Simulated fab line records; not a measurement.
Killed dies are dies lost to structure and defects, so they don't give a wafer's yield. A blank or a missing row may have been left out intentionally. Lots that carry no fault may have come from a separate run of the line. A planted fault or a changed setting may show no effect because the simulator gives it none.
fab line records || flow ritCmos
[record] {"lots": 7, "wafers": 21, "lastDay": 8}
route steps=202 shown GATE@77 FOX2@80
lots untouched by any fault: they come from a run of this same line in which no faults occurred
startH: hours from the record's opening day to when the first of the lot's shown wafers began || waitH: hours from the lot's prior step to this one || " the same as in the row above || L1.1+2: several wafers, shown together as one row || - no value, or no start was given || * or withheld: withheld || < > ~ a bound
route shown NAME@n: NAME is a module with steps in the file, n the number in the route of the first one || usual: mean/standard deviation of fault-free wafers || same: alike in all rows || chamber/n: place in a boat || sites: readings site by site || _std_site: standard deviation of those values || _edge_site: mean of outer sites minus mean of inner sites || radiusMm: how far each site lies from the wafer's centre || mask NAME#n: copy n || behind: the tool/chamber that last shaped the wafer || hold: cause of the lot's hold/its duration in hours/its outcome || device: the transistor (n, p or np) that didn't switch || end of line: at the end of the route, the tests of the same wafers || step lacking rows: just its recipe || killed: count of dies lost to structure and defects at first sort (not the wafer's yield) || map: per-die view of a wafer (x killed, . not killed, _ where there is no die)
set.NAME: the setting that was run; set.NAME@STEP: the one run at that earlier step || model.NAME: the simulator's own value behind a step, which no gauge read
lots at selected steps of the route; one table per step, one row per wafer
services: from which hour (startH, from the record's first day; less than 0 if before it) a tool's chamber was out of use, for how many hours, and why
[[steps]]
[step RIT_GATE_CLEAN_02]
[recipe] {"chemistry": "dHF", "dilution": "50:1", "timeS": 30}
[step RIT_GATE_CLEAN_03]
[recipe] {"chemistry": "SC2", "mix": "3:3:50", "timeS": 600, "tempC": 75, "dry": "n2Spin"}
[step RIT_GATE_CLEAN_04]
[recipe] {"chemistry": "dHF", "dilution": "50:1", "timeS": 60, "dry": "n2Spin"}
[step RIT_FOX2_THK_MEAS_91]
[recipe] {"reads": "SiO2_of_FOX2_OXIDATION_00"}
[usual] {"FIELD_OXIDE_LEFT_2_THK": "251/7.7"}
{"lot.wafer": "L399.3", "tool": "filmMetro-02", "chamber": "-", "startH": 43.00, "waitH": 0.0, "FIELD_OXIDE_LEFT_2_THK[nm]": 254}
{"lot.wafer": "L399.5", "tool": "filmMetro-02", "chamber": "-", "startH": 43.00, "waitH": 0.0, "FIELD_OXIDE_LEFT_2_THK[nm]": 255}
{"lot.wafer": "L399.6", "tool": "filmMetro-02", "chamber": "-", "startH": 43.00, "waitH": 0.0, "FIELD_OXIDE_LEFT_2_THK[nm]": 252}
{"lot.wafer": "L401.1", "tool": "filmMetro-02", "chamber": "-", "startH": 52.72, "waitH": 0.0, "FIELD_OXIDE_LEFT_2_THK[nm]": 250}
{"lot.wafer": "L401.4", "tool": "filmMetro-02", "chamber": "-", "startH": 52.72, "waitH": 0.0, "FIELD_OXIDE_LEFT_2_THK[nm]": 255}
{"lot.wafer": "L401.6", "tool": "filmMetro-02", "chamber": "-", "startH": 52.72, "waitH": 0.0, "FIELD_OXIDE_LEFT_2_THK[nm]": 253}
{"lot.wafer": "L410.1", "tool": "filmMetro-04", "chamber": "-", "startH": 96.20, "waitH": 0.0, "FIELD_OXIDE_LEFT_2_THK[nm]": 255}
{"lot.wafer": "L410.2", "tool": "filmMetro-04", "chamber": "-", "startH": 96.20, "waitH": 0.0, "FIELD_OXIDE_LEFT_2_THK[nm]": 248}
{"lot.wafer": "L410.6", "tool": "filmMetro-04", "chamber": "-", "startH": 96.20, "waitH": 0.0, "FIELD_OXIDE_LEFT_2_THK[nm]": 251}
{"lot.wafer": "L411.1", "tool": "filmMetro-01", "chamber": "-", "startH": 101.14, "waitH": 0.0, "FIELD_OXIDE_LEFT_2_THK[nm]": 249}
{"lot.wafer": "L411.2", "tool": "filmMetro-01", "chamber": "-", "startH": 101.14, "waitH": 0.0, "FIELD_OXIDE_LEFT_2_THK[nm]": 258}
{"lot.wafer": "L411.4", "tool": "filmMetro-01", "chamber": "-", "startH": 101.14, "waitH": 0.0, "FIELD_OXIDE_LEFT_2_THK[nm]": 253}
{"lot.wafer": "L412.4", "tool": "filmMetro-02", "chamber": "-", "startH": 103.25, "waitH": 0.0, "FIELD_OXIDE_LEFT_2_THK[nm]": 253}
{"lot.wafer": "L412.5", "tool": "filmMetro-02", "chamber": "-", "startH": 103.25, "waitH": 0.0, "FIELD_OXIDE_LEFT_2_THK[nm]": 250}
{"lot.wafer": "L412.6", "tool": "filmMetro-02", "chamber": "-", "startH": 103.25, "waitH": 0.0, "FIELD_OXIDE_LEFT_2_THK[nm]": 252}
{"lot.wafer": "L419.2", "tool": "filmMetro-01", "chamber": "-", "startH": 140.42, "waitH": 0.0, "FIELD_OXIDE_LEFT_2_THK[nm]": 243}
{"lot.wafer": "L419.3", "tool": "filmMetro-01", "chamber": "-", "startH": 140.42, "waitH": 0.0, "FIELD_OXIDE_LEFT_2_THK[nm]": 240}
{"lot.wafer": "L419.4", "tool": "filmMetro-01", "chamber": "-", "startH": 140.42, "waitH": 0.0, "FIELD_OXIDE_LEFT_2_THK[nm]": 242}
{"lot.wafer": "L421.1", "tool": "filmMetro-01", "chamber": "-", "startH": 150.38, "waitH": 0.0, "FIELD_OXIDE_LEFT_2_THK[nm]": 244}
{"lot.wafer": "L421.3", "tool": "filmMetro-01", "chamber": "-", "startH": 150.38, "waitH": 0.0, "FIELD_OXIDE_LEFT_2_THK[nm]": 252}
{"lot.wafer": "L421.6", "tool": "filmMetro-01", "chamber": "-", "startH": 150.38, "waitH": 0.0, "FIELD_OXIDE_LEFT_2_THK[nm]": 246}
[step RIT_GATE_OXIDATION_05]
[recipe] {"tempC": 900, "ambient": "O2", "targetThkA": 30, "oxTimeS": 270}
[step RIT_GATE_ANNEAL_06]
[recipe] {"tempC": 900, "timeS": 600, "ambient": "N2O"}
[step RIT_GATE_THK_MEAS_07]
[recipe] {"reads": "SiO2_of_GATE_OXIDATION_05"}
[usual] {"GATE_OXIDE_THK": "2.97/0.073"}
{"lot.wafer": "L399.3", "tool": "filmMetro-01", "chamber": "-", "startH": 47.62, "waitH": 0.0, "GATE_OXIDE_THK[nm]": 2.85}
{"lot.wafer": "L399.5", "tool": "filmMetro-01", "chamber": "-", "startH": 47.62, "waitH": 0.0, "GATE_OXIDE_THK[nm]": 2.87}
{"lot.wafer": "L399.6", "tool": "filmMetro-01", "chamber": "-", "startH": 47.62, "waitH": 0.0, "GATE_OXIDE_THK[nm]": 2.80}
{"lot.wafer": "L401.1", "tool": "filmMetro-02", "chamber": "-", "startH": 57.39, "waitH": 0.0, "GATE_OXIDE_THK[nm]": 3.02}
{"lot.wafer": "L401.4", "tool": "filmMetro-02", "chamber": "-", "startH": 57.39, "waitH": 0.0, "GATE_OXIDE_THK[nm]": 3.06}
{"lot.wafer": "L401.6", "tool": "filmMetro-02", "chamber": "-", "startH": 57.39, "waitH": 0.0, "GATE_OXIDE_THK[nm]": 3.10}
{"lot.wafer": "L410.1", "tool": "filmMetro-01", "chamber": "-", "startH": 99.58, "waitH": 0.0, "GATE_OXIDE_THK[nm]": 3.05}
{"lot.wafer": "L410.2", "tool": "filmMetro-01", "chamber": "-", "startH": 99.58, "waitH": 0.0, "GATE_OXIDE_THK[nm]": 3.02}
{"lot.wafer": "L410.6", "tool": "filmMetro-01", "chamber": "-", "startH": 99.58, "waitH": 0.0, "GATE_OXIDE_THK[nm]": 2.99}
{"lot.wafer": "L411.1", "tool": "filmMetro-04", "chamber": "-", "startH": 103.19, "waitH": 0.0, "GATE_OXIDE_THK[nm]": 2.92}
{"lot.wafer": "L411.2", "tool": "filmMetro-04", "chamber": "-", "startH": 103.19, "waitH": 0.0, "GATE_OXIDE_THK[nm]": 2.94}
{"lot.wafer": "L411.4", "tool": "filmMetro-04", "chamber": "-", "startH": 103.19, "waitH": 0.0, "GATE_OXIDE_THK[nm]": 2.97}
{"lot.wafer": "L412.4", "tool": "filmMetro-01", "chamber": "-", "startH": 104.63, "waitH": 0.0, "GATE_OXIDE_THK[nm]": 3.01}
{"lot.wafer": "L412.5", "tool": "filmMetro-01", "chamber": "-", "startH": 104.63, "waitH": 0.0, "GATE_OXIDE_THK[nm]": 3.08}
{"lot.wafer": "L412.6", "tool": "filmMetro-01", "chamber": "-", "startH": 104.63, "waitH": 0.0, "GATE_OXIDE_THK[nm]": 3.04}
{"lot.wafer": "L419.2", "tool": "filmMetro-01", "chamber": "-", "startH": 142.14, "waitH": 0.0, "GATE_OXIDE_THK[nm]": 2.98}
{"lot.wafer": "L419.3", "tool": "filmMetro-01", "chamber": "-", "startH": 142.14, "waitH": 0.0, "GATE_OXIDE_THK[nm]": 2.99}
{"lot.wafer": "L419.4", "tool": "filmMetro-01", "chamber": "-", "startH": 142.14, "waitH": 0.0, "GATE_OXIDE_THK[nm]": 3.05}
{"lot.wafer": "L421.1", "tool": "filmMetro-02", "chamber": "-", "startH": 159.21, "waitH": 0.0, "GATE_OXIDE_THK[nm]": 2.98}
{"lot.wafer": "L421.3", "tool": "filmMetro-02", "chamber": "-", "startH": 159.21, "waitH": 0.0, "GATE_OXIDE_THK[nm]": 2.88}
{"lot.wafer": "L421.6", "tool": "filmMetro-02", "chamber": "-", "startH": 159.21, "waitH": 0.0, "GATE_OXIDE_THK[nm]": 2.99}
[step RIT_GATE_CVD_08]
[recipe] {"material": "poly-Si", "targetThkNm": 250, "tempC": 610, "precursor": "SiH4", "timeS": 2220, "pressureMtorr": 300, "sih4FlowSccm": 100}
[step RIT_GATE_THK_MEAS_09]
[recipe] {"reads": "poly-Si_of_GATE_CVD_08"}
[usual] {"GATE_POLY_THK": "248.8/1.9"}
{"lot.wafer": "L399.3", "tool": "filmMetro-01", "chamber": "-", "startH": 49.30, "waitH": 0.0, "GATE_POLY_THK[nm]": 246.0}
{"lot.wafer": "L399.5", "tool": "filmMetro-01", "chamber": "-", "startH": 49.30, "waitH": 0.0, "GATE_POLY_THK[nm]": 246.8}
{"lot.wafer": "L399.6", "tool": "filmMetro-01", "chamber": "-", "startH": 49.30, "waitH": 0.0, "GATE_POLY_THK[nm]": 245.7}
{"lot.wafer": "L401.1", "tool": "filmMetro-02", "chamber": "-", "startH": 59.06, "waitH": 0.0, "GATE_POLY_THK[nm]": 244.9}
{"lot.wafer": "L401.4", "tool": "filmMetro-02", "chamber": "-", "startH": 59.06, "waitH": 0.0, "GATE_POLY_THK[nm]": 245.5}
{"lot.wafer": "L401.6", "tool": "filmMetro-02", "chamber": "-", "startH": 59.06, "waitH": 0.0, "GATE_POLY_THK[nm]": 245.5}
{"lot.wafer": "L410.1", "tool": "filmMetro-04", "chamber": "-", "startH": 101.26, "waitH": 0.0, "GATE_POLY_THK[nm]": 246.8}
{"lot.wafer": "L410.2", "tool": "filmMetro-04", "chamber": "-", "startH": 101.26, "waitH": 0.0, "GATE_POLY_THK[nm]": 246.6}
{"lot.wafer": "L410.6", "tool": "filmMetro-04", "chamber": "-", "startH": 101.26, "waitH": 0.0, "GATE_POLY_THK[nm]": 246.1}
{"lot.wafer": "L411.1", "tool": "filmMetro-02", "chamber": "-", "startH": 104.87, "waitH": 0.0, "GATE_POLY_THK[nm]": 251.3}
{"lot.wafer": "L411.2", "tool": "filmMetro-02", "chamber": "-", "startH": 104.87, "waitH": 0.0, "GATE_POLY_THK[nm]": 251.6}
{"lot.wafer": "L411.4", "tool": "filmMetro-02", "chamber": "-", "startH": 104.87, "waitH": 0.0, "GATE_POLY_THK[nm]": 248.9}
{"lot.wafer": "L412.4", "tool": "filmMetro-01", "chamber": "-", "startH": 106.31, "waitH": 0.0, "GATE_POLY_THK[nm]": 250.2}
{"lot.wafer": "L412.5", "tool": "filmMetro-01", "chamber": "-", "startH": 106.31, "waitH": 0.0, "GATE_POLY_THK[nm]": 249.1}
{"lot.wafer": "L412.6", "tool": "filmMetro-01", "chamber": "-", "startH": 106.31, "waitH": 0.0, "GATE_POLY_THK[nm]": 248.6}
{"lot.wafer": "L419.2", "tool": "filmMetro-01", "chamber": "-", "startH": 145.01, "waitH": 0.0, "GATE_POLY_THK[nm]": 245.4}
{"lot.wafer": "L419.3", "tool": "filmMetro-01", "chamber": "-", "startH": 145.01, "waitH": 0.0, "GATE_POLY_THK[nm]": 246.5}
{"lot.wafer": "L419.4", "tool": "filmMetro-01", "chamber": "-", "startH": 145.01, "waitH": 0.0, "GATE_POLY_THK[nm]": 247.1}
{"lot.wafer": "L421.1", "tool": "filmMetro-01", "chamber": "-", "startH": 160.89, "waitH": 0.0, "GATE_POLY_THK[nm]": 249.2}
{"lot.wafer": "L421.3", "tool": "filmMetro-01", "chamber": "-", "startH": 160.89, "waitH": 0.0, "GATE_POLY_THK[nm]": 247.5}
{"lot.wafer": "L421.6", "tool": "filmMetro-01", "chamber": "-", "startH": 160.89, "waitH": 0.0, "GATE_POLY_THK[nm]": 246.2}
[step RIT_GATE_HMDS_10]
[recipe] {"primeTimeS": 60, "primeTempC": 140}
[step RIT_GATE_COAT_11]
[recipe] {"resist": "NOVOLAK", "spinRpm": 4250, "resistThkNm": 850}
[step RIT_GATE_SOFTBAKE_12]
[recipe] {"resist": "NOVOLAK", "tempC": 90, "timeS": 60}
[step RIT_GATE_EXPOSE_13]
[recipe] {"maskId": "M6", "na": 0.6, "sourceShape": "conventional", "sigmaOuter": 0.6, "targetCdNm": 150, "doseMj": 380}
[usual] {"exposureDoseMJCm2": "380.0/0.4", "focusOffsetNm": "0.0/0.48"}
{"lot.wafer": "L399.3", "tool": "ilineStepper-01", "chamber": 0, "startH": 49.95, "waitH": 0.2, "mask": "M6#0", "exposureDoseMJCm2": 379.4, "focusOffsetNm": 0.1}
{"lot.wafer": "L399.5", "tool": "ilineStepper-01", "chamber": 0, "startH": 49.95, "waitH": 0.2, "mask": "M6#0", "exposureDoseMJCm2": 379.9, "focusOffsetNm": 0.2}
{"lot.wafer": "L399.6", "tool": "ilineStepper-01", "chamber": 0, "startH": 49.95, "waitH": 0.2, "mask": "M6#0", "exposureDoseMJCm2": 379.9, "focusOffsetNm": 0.5}
{"lot.wafer": "L401.1", "tool": "ilineStepper-02", "chamber": 0, "startH": 59.70, "waitH": 0.2, "mask": "M6#0", "exposureDoseMJCm2": 379.8, "focusOffsetNm": 0.8}
{"lot.wafer": "L401.4", "tool": "ilineStepper-02", "chamber": 0, "startH": 59.70, "waitH": 0.2, "mask": "M6#0", "exposureDoseMJCm2": 378.8, "focusOffsetNm": 0.9}
{"lot.wafer": "L401.6", "tool": "ilineStepper-02", "chamber": 0, "startH": 59.70, "waitH": 0.2, "mask": "M6#0", "exposureDoseMJCm2": 379.9, "focusOffsetNm": 0.5}
{"lot.wafer": "L410.1", "tool": "ilineStepper-01", "chamber": "-", "startH": 101.81, "waitH": 0.2, "mask": "M6#0", "exposureDoseMJCm2": "-", "focusOffsetNm": "-"}
{"lot.wafer": "L410.2", "tool": "ilineStepper-01", "chamber": "-", "startH": 101.81, "waitH": 0.2, "mask": "M6#0", "exposureDoseMJCm2": "-", "focusOffsetNm": "-"}
{"lot.wafer": "L410.6", "tool": "ilineStepper-01", "chamber": "-", "startH": 101.81, "waitH": 0.2, "mask": "M6#0", "exposureDoseMJCm2": "-", "focusOffsetNm": "-"}
{"lot.wafer": "L411.1", "tool": "ilineStepper-01", "chamber": "-", "startH": 105.38, "waitH": 0.1, "mask": "M6#0", "exposureDoseMJCm2": "-", "focusOffsetNm": "-"}
{"lot.wafer": "L411.2", "tool": "ilineStepper-01", "chamber": "-", "startH": 105.38, "waitH": 0.1, "mask": "M6#0", "exposureDoseMJCm2": "-", "focusOffsetNm": "-"}
{"lot.wafer": "L411.4", "tool": "ilineStepper-01", "chamber": "-", "startH": 105.38, "waitH": 0.1, "mask": "M6#0", "exposureDoseMJCm2": "-", "focusOffsetNm": "-"}
{"lot.wafer": "L412.4", "tool": "ilineStepper-01", "chamber": "-", "startH": 106.85, "waitH": 0.1, "mask": "M6#0", "exposureDoseMJCm2": "-", "focusOffsetNm": "-"}
{"lot.wafer": "L412.5", "tool": "ilineStepper-01", "chamber": "-", "startH": 106.85, "waitH": 0.1, "mask": "M6#0", "exposureDoseMJCm2": "-", "focusOffsetNm": "-"}
{"lot.wafer": "L412.6", "tool": "ilineStepper-01", "chamber": "-", "startH": 106.85, "waitH": 0.1, "mask": "M6#0", "exposureDoseMJCm2": "-", "focusOffsetNm": "-"}
{"lot.wafer": "L419.2", "tool": "ilineStepper-01", "chamber": 0, "startH": 145.65, "waitH": 0.2, "mask": "M6#0", "exposureDoseMJCm2": 380.1, "focusOffsetNm": 0.0}
{"lot.wafer": "L419.3", "tool": "ilineStepper-01", "chamber": 0, "startH": 145.65, "waitH": 0.2, "mask": "M6#0", "exposureDoseMJCm2": 380.5, "focusOffsetNm": -0.6}
{"lot.wafer": "L419.4", "tool": "ilineStepper-01", "chamber": 0, "startH": 145.65, "waitH": 0.2, "mask": "M6#0", "exposureDoseMJCm2": 380.0, "focusOffsetNm": -0.2}
{"lot.wafer": "L421.1", "tool": "ilineStepper-01", "chamber": 0, "startH": 161.40, "waitH": 0.1, "mask": "M6#0", "exposureDoseMJCm2": 379.5, "focusOffsetNm": 0.0}
{"lot.wafer": "L421.3", "tool": "ilineStepper-01", "chamber": 0, "startH": 161.40, "waitH": 0.1, "mask": "M6#0", "exposureDoseMJCm2": 379.5, "focusOffsetNm": 0.4}
{"lot.wafer": "L421.6", "tool": "ilineStepper-01", "chamber": 0, "startH": 161.40, "waitH": 0.1, "mask": "M6#0", "exposureDoseMJCm2": 379.5, "focusOffsetNm": 0.9}
[step RIT_GATE_PEB_14]
[recipe] {"resist": "NOVOLAK", "tempC": "withheld", "timeS": "withheld"}
[[services]]
{"tool": "ilineStepper-01", "chamber": "-", "startH": 31.11, "hours": 7.6, "kind": "repair"}
{"tool": "ilineStepper-01", "chamber": "-", "startH": 74.33, "hours": 4.2, "kind": "repair"}
{"tool": "ilineStepper-02", "chamber": 0, "startH": 97.48, "hours": "-", "kind": "calibration"}
{"tool": "ilineStepper-02", "chamber": "-", "startH": 101.08, "hours": 8.2, "kind": "repair"}
{"tool": "ilineStepper-01", "chamber": "-", "startH": 150.93, "hours": 1.3, "kind": "repair"}
{"tool": "ilineStepper-01", "chamber": "-", "startH": 155.15, "hours": 1.7, "kind": "pm"}
{"tool": "ilineStepper-02", "chamber": "-", "startH": 159.23, "hours": 11.4, "kind": "repair"}
[[key]]
[firstSign] {"step": "RIT_GATE_EXPOSE_13", "reading": "toolRecord", "direction": "missing"}
effect none on later readings
metAt RIT_GATE_EXPOSE_13
struckWafers L410.1,L410.2,L410.6,L411.1,L411.2,L411.4,L412.4,L412.5,L412.6
laterRowsLeftOut L410.1,L410.2,L410.6,L411.1,L411.2,L411.4,L412.4,L412.5,L412.6
sortLeftOut L410.1,L410.2,L410.6,L411.1,L411.2,L411.4,L412.4,L412.5,L412.6
testerLeftOut L410,L411,L412
onsetBetween 49.95 101.81
[fault] {"kind": "skippedStepWhole", "tool": "ilineStepper-01", "chamber": "-", "onsetH": 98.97, "steps": "RIT_GATE_EXPOSE_13", "scope": "struckLotsOnly"}
// testerLeftOut: of these lots the tester's yield and bins aren't shown, on N5 and GAA mostly nor the transistor test; their killed dies are dies lost to structure and defects alone, not to doping, threshold or leakage, so they don't give the yield
// sortLeftOut: the simulated sort isn't trusted on such a fault, so these wafers' sort isn't shown, and their yield isn't known
// laterRowsLeftOut: the simulator's readings of these wafers behind a module that went badly wrong aren't trusted and aren't shown, but for the sort
